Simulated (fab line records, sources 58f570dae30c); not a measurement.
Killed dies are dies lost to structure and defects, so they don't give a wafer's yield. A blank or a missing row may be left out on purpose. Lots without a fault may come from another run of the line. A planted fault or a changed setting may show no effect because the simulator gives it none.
Split-lot experiment | flow berkeley_cmos170 | 5 lots, 23 wafers read, on a route of 331 steps

THE SPLIT
At UCB170_ACTIVE_CVD_05 (deposits Si3N4 from SiH2Cl2/NH3, target thk 220 nm, time 3300 s), the setting pressure_mtorr was moved away from the recipe's 200 mTorr on 15 of the 23 wafers read, by -9.0% to +9.3%. The other wafers ran this setting at the recipe's value.

The file shows no step between the split and the reading.

THE READING
ACTIVE_NITRIDE_THK, in nm, at UCB170_ACTIVE_THK_MEAS_06. Fault-free wafers of this fab line usually give 220.0 nm, standard deviation 2.1 nm.

wafer  | tool, chamber at the split | pressure_mtorr as run, mTorr | against the recipe | ACTIVE_NITRIDE_THK, nm | against lot-mates on the recipe
L078.1 | -, -                       | 218.6                        | +9.3%              | 226.6                  | no lot-mate on the recipe
L078.2 | -, -                       | 218.6                        | +9.3%              | 226.5                  | no lot-mate on the recipe
L078.3 | -, -                       | 218.6                        | +9.3%              | 226.8                  | no lot-mate on the recipe
L078.4 | -, -                       | 218.6                        | +9.3%              | 226.5                  | no lot-mate on the recipe
L078.6 | -, -                       | 218.6                        | +9.3%              | 226.6                  | no lot-mate on the recipe
L079.2 | lpcvd-01, 0                | 200                          | recipe             | 221.6                  | -
L079.3 | lpcvd-01, 0                | 200                          | recipe             | 222.7                  | -
L079.6 | lpcvd-01, 0                | 200                          | recipe             | 222.7                  | -
L081.1 | -, -                       | 182                          | -9.0%              | 211.5                  | no lot-mate on the recipe
L081.2 | -, -                       | 182                          | -9.0%              | 212.2                  | no lot-mate on the recipe
L081.3 | -, -                       | 182                          | -9.0%              | 212.6                  | no lot-mate on the recipe
L081.5 | -, -                       | 182                          | -9.0%              | 213.4                  | no lot-mate on the recipe
L081.6 | -, -                       | 182                          | -9.0%              | 214.9                  | no lot-mate on the recipe
L084.1 | -, -                       | 189.6                        | -5.2%              | 217.9                  | no lot-mate on the recipe
L084.2 | -, -                       | 189.6                        | -5.2%              | 216.4                  | no lot-mate on the recipe
L084.4 | -, -                       | 189.6                        | -5.2%              | 217.0                  | no lot-mate on the recipe
L084.5 | -, -                       | 189.6                        | -5.2%              | 217.6                  | no lot-mate on the recipe
L084.6 | -, -                       | 189.6                        | -5.2%              | 217.4                  | no lot-mate on the recipe
L085.1 | -, -                       | 200                          | recipe             | 223.6                  | -
L085.2 | -, -                       | 200                          | recipe             | 221.4                  | -
L085.3 | -, -                       | 200                          | recipe             | 221.4                  | -
L085.4 | -, -                       | 200                          | recipe             | 221.1                  | -
L085.6 | -, -                       | 200                          | recipe             | 223.3                  | -

THE FIT
A straight line over all 23 wafers: ACTIVE_NITRIDE_THK changes by +0.738 nm for each +1% of pressure_mtorr; r = +0.96; the points scatter about the line by 1.5 nm.
Too few moved wafers have a lot-mate on the recipe to fit a line with each lot's own level taken away.

THE WHOLE CHAIN: every reading that the file lists as answering this split, in the file's order
step                      | what it does                                                    | reading                                                                        | change (the file's fit)               | r (the file's)
UCB170_ACTIVE_CVD_05      | deposits Si3N4 from SiH2Cl2/NH3, target thk 220 nm, time 3300 s | Si3N4_of_ACTIVE_CVD_05.thk_nm (the simulator's own value, which no gauge read) | +0.736 nm for each +1% of the setting | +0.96
UCB170_ACTIVE_THK_MEAS_06 |                                                                 | ACTIVE_NITRIDE_THK                                                             | +0.738 for each +1% of the setting    | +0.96
UCB170_FIELD_OXIDATION_01 | target thk 558.3 nm, ox time 7200 s                             | Si3N4_of_ACTIVE_CVD_05.thk_nm (the simulator's own value, which no gauge read) | +0.72 nm for each +1% of the setting  | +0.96

THE FILE'S OWN FIT
ACTIVE_NITRIDE_THK changes by +0.738 nm for each +1% of pressure_mtorr, r = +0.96.
